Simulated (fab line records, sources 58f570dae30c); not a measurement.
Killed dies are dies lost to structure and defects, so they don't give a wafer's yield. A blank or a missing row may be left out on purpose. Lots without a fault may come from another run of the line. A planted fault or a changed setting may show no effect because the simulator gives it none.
Chamber matching | flow berkeley_cmos170 | UCB170_ACTIVE_ETCH_15 on rie_diel-03: 4 sister chambers
The step etches Si3N4 in CH3F/Ar/O2, stops on SiO2, target depth 242 nm, time 151 s. 7 wafers are shown with their chamber, then 9 later ones without.

WAFERS WITH THEIR CHAMBER
wafer  | chamber | throttle_valve_pct (%) | oes_product_au (a.u.)
L077.1 | 0       | 8.22                   | 0.935
L083.5 | 2       | 7.99                   | 0.957
L088.2 | 2       | 8.00                   | 0.939
L088.5 | 1       | 7.88                   | 0.947
L090.2 | 1       | 7.90                   | 0.955
L090.3 | 3       | 7.99                   | 0.927
L090.4 | 3       | 7.98                   | 0.933

WAFERS WITHOUT THEIR CHAMBER
wafer  | throttle_valve_pct (%) | oes_product_au (a.u.)
L091.2 | 7.89                   | 0.945
L091.3 | 8.00                   | 0.945
L091.6 | 7.98                   | 0.913
L092.1 | 7.97                   | 0.929
L092.2 | 7.99                   | 0.964
L092.5 | 7.89                   | 0.954
L095.2 | 7.88                   | 0.959
L095.5 | 8.00                   | 0.956
L095.6 | 7.87                   | 0.950

WHICH CHAMBER EACH WENT THROUGH
wafer  | from the rows above     | in truth
L091.2 | 1                       | 1
L091.3 | can't be placed: 2 or 3 | 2
L091.6 | 3                       | 3
L092.1 | can't be placed: 3 or 2 | 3
L092.2 | 2                       | 2
L092.5 | 1                       | 1
L095.2 | 1                       | 1
L095.5 | 2                       | 2
L095.6 | 1                       | 1
Placed correctly: 7 of 9. Can't be placed from these rows: 2 (the true chamber is among the candidates in 2). Placed wrongly: 0.
How it was worked out, from the rows above alone: a wafer's distance from a chamber is the root of the sum, over the readings, of the square of ((its reading less the chamber's mean) divided by the reading's scatter). The wafer belongs to the nearest chamber; if the next one is less than 2 further off, it can't be placed. A chamber's mean is the mean of its shown wafers. The scatter: the root of (the sum of the squares of (reading less its chamber's mean) over the shown wafers, divided by (wafers less chambers)).
